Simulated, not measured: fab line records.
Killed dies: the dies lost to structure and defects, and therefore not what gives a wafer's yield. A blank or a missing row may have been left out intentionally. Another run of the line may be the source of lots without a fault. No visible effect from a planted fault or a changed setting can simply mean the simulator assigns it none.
Problem report, 8D (eight disciplines) form, completed by code -- flow rit cmos -- the parts of the form that need people (team, actions taken, sign-off) are left out

== 1. WHAT WENT WRONG ==
NSD_TW at RIT_NSD_TW_MEAS_10 reads a mean of 3332 on 6 wafers of 2 lots; wafers without a fault read 3123 with a standard deviation of 13. Measured from the usual mean, that is +16 standard deviations.
Seen first at day 5 01:31 on film metro-03, wafer L762.1. Wafers with a number at this step in the record: 42, from 14 lots. By rule, "out" or "out of limits" means more than 4 standard deviations away from the usual mean. Any other wafer with a number is counted as sound.

== 2. WHAT IT IS, WHAT IT ISN'T ==
question,is,is not
which readings at this step,NSD_TW,-
which lots,"L762, L765","L752, L753, L754, L756, L758, L759, L760, L761, L767, L768, L771, L774"
which wafers of those lots,all that have a number,-
read on which gauges,"film metro-03, film metro-04",film metro-02
when,from day 5 01:31,"up to then (24 sound wafers); but 12 sound wafers of L767, L768, L771, L774 came after"

== 3. WHAT RULES OUT EACH SUSPECT ==
Counting: a tool stays on the suspect list if, at a process step up to the reading, it processed all lots that are out and no sound lot following the first of them.
- the gauge at RIT_NSD_TW_MEAS_10 is ruled out. Those wafers that are out were read across 2 gauges (film metro-03, film metro-04).
- implanter-02 at RIT_NSD_IMPLANT_08: kept. It ran every lot that is out, first L762 (day 5 01:11), and no sound lot after that; its last sound lot up to then is L760 (day 4 15:47). Its own readings are out on those wafers: beam on s, faraday current uA.
- plasma asher-01 at RIT_NSD_STRIP_09 (strips in O2, time 180 s): ruled out as a lasting fault. After its first lot that is out, L762 (day 5 01:20), sound lots L771 ran on it.
The count leaves implanter-02 at RIT_NSD_IMPLANT_08.

== 4. THE CAUSE (what the simulator had put in) ==
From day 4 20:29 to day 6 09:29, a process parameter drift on implanter-02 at RIT_NSD_IMPLANT_08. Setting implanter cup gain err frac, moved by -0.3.
The count eliminated every tool but this one.

== 5. THE CHAIN OF EFFECTS, in route order ==
Rows list readings where the struck wafers' mean (over those with a number) sits beyond 3 standard deviations from the usual. Only readings whose record carries a usual standard deviation are examined. hours: median over the lots of the time between each lot's start at the first step of this table that gives one and its start at this step. sigmas: the change, counted in usual standard deviations.
hours,step,reading,usual,on struck wafers,change,sigmas
0,RIT_NSD_IMPLANT_08,beam on s,9.99 s,14.29,+4.29,+20
0,RIT_NSD_IMPLANT_08,faraday current uA,3135,2196,-940,-14
0,RIT_NSD_TW_MEAS_10,NSD_TW,3123,3332,+209,+16
2,RIT_SDANNEAL_RS_MEAS_05,NSD_RS,84.68 ohm/sq,64.45,-20.23,-70
It contains these process steps:
- RIT_NSD_IMPLANT_08

== 6. HOW IT WOULD HAVE BEEN CAUGHT EARLIER ==
5 hours passed between the start of the fault at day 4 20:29 and the first reading out of limits at a measuring or inspecting step in this record, taken at day 5 01:31.
Tool's own readings at RIT_NSD_IMPLANT_08, beam on s, faraday current uA: out on all struck wafers the step has rows for; an alarm limit on them would have tripped on the first.
Among the 2 lots that are out, L765 began RIT_NSD_IMPLANT_08 on implanter-02 after day 5 01:31. A tool hold placed at that time would have kept it from harm.
